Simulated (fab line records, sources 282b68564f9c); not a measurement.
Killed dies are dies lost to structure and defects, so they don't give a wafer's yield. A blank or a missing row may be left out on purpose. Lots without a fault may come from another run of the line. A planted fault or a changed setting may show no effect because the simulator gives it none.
A struck lot beside a sound one | flow rit_cmos | 17 steps out of a route of 202
Sound: wafers L678.2, L678.3, L678.6. Struck: wafers L685.2, L685.3, L685.4. The cause comes at the end.
At each step with rows: each side's tool, then ch and its chambers, then its first start. Under that, the readings that differ: sound wafers | struck wafers | difference of the means | sigmas: that difference in standard deviations of wafers without a fault.
alike: readings whose means differ by less than 2 such deviations, and words and numbers that are the same on both sides. not compared: withheld readings, readings that some wafer has no value for, bounds like >300 that may hide the same value, and numbers for which the record gives no deviation and whose values overlap.
The two part at a step that has a row with sigmas, a row that says differs or no value, or rows on one side only. Numbers that don't overlap but have no deviation are shown without sigmas and don't part them. A reading that every wafer of one side lacks parts them only if that side has two wafers or more.

first, 2 steps without rows for these wafers: RIT_NRETRO_HARDBAKE_07 (time 120 s); RIT_NRETRO_IMPLANT_08.
RIT_NRETRO_STRIP_09: strips in O2, time 180 s.
  sound on plasma_asher-03 ch 0,1, day 2 17:22; struck on plasma_asher-02 ch 0,1, day 4 03:35
  alike: drypump_motor_current_A
  not compared: rf_hours_counter_h
RIT_NRETRO_TW_MEAS_10:
  sound on film_metro-04, day 2 17:33; struck on film_metro-02, day 4 03:46
  alike: NRETRO_TW
then, 6 steps without rows for these wafers: RIT_PRETRO_HMDS_00 (prime time 60 s); RIT_PRETRO_COAT_01 (resist thk 1300 nm); RIT_PRETRO_SOFTBAKE_02 (time 60 s); RIT_PRETRO_EXPOSE_03 (exposes mask M5, target cd 43700 nm); RIT_PRETRO_PEB_04; RIT_PRETRO_DEVELOP_05 (develop time 68 s).
RIT_PRETRO_OVL_MEAS_06:
  sound on overlay-02, day 2 18:32; struck on overlay-02, day 4 04:43
  alike: PRETRO_OVL
then, 1 step without rows for these wafers: RIT_PRETRO_HARDBAKE_07 (time 120 s).
RIT_PRETRO_IMPLANT_08:
  sound on implanter-02 ch 0, day 2 18:51; struck on implanter-02 ch 0, day 4 05:04
  reading            | sound                            | struck                        | difference | sigmas
  dose_ions_cm2      | 1.1983e+13 1.2022e+13 1.2002e+13 | 9.949e+12 9.964e+12 9.954e+12 | -2.047e+12 | -99 or more
  faraday_current_uA | 38.0 40.2 38.8                   | 32.7 32.4 30.9                | -7.0       | -9
RIT_PRETRO_STRIP_09: strips in O2, time 180 s.
  sound on plasma_asher-02 ch 0,1, day 2 18:58; struck on plasma_asher-01 ch 0,1, day 4 05:11
  alike: drypump_motor_current_A
  not compared: rf_hours_counter_h
RIT_PRETRO_TW_MEAS_10:
  sound on film_metro-04, day 2 19:10; struck on film_metro-03, day 4 05:22
  reading   | sound             | struck            | difference | sigmas
  PRETRO_TW | 472.0 471.6 473.2 | 450.4 448.8 448.5 | -23.0      | -9
then, 1 step without rows for these wafers: RIT_GATE_WET_ETCH_00 (etches SiO2 in BOE, target depth 56 nm, time 60 s).
RIT_M1_PROBE_99:
  sound on prober-02, day 3 20:19; struck on prober-01, day 5 11:42
  reading                          | sound             | struck            | difference | sigmas
  model.etest.nmos_0p3.r_on_ohm_um | 2220 2194 2172    | 2135 2163 2155    | -44        |
  model.etest.nmos_0p3.drive_ua_um | 215.3 216.5 219.8 | 231.1 234.7 229.9 | +14.7      |
  alike: killed_at_M0_to_M3, killed_at_contacts, killed_at_front_end, killed_dies, killed_open, killed_short
  not compared: model.etest.nmos_turned.drive_ua_um, model.etest.nmos_0p15.drive_ua_um, model.etest.nmos_narrow.drive_ua_um, model.etest.nmos_0p15.off_log10_a_um, model.etest.retro_edge_nmos.off_log10_a_um, model.etest.ring.quiet_log10_a

WHERE THEY PART
First at RIT_PRETRO_IMPLANT_08; last, within this record, at RIT_PRETRO_TW_MEAS_10. Later steps at which nothing parts them and some readings are alike: RIT_M1_PROBE_99.

WHY: what the simulator had put in
Process parameter drift: implanter-02, from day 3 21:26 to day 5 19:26, at RIT_PRETRO_IMPLANT_08. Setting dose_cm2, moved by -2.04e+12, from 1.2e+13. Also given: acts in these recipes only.
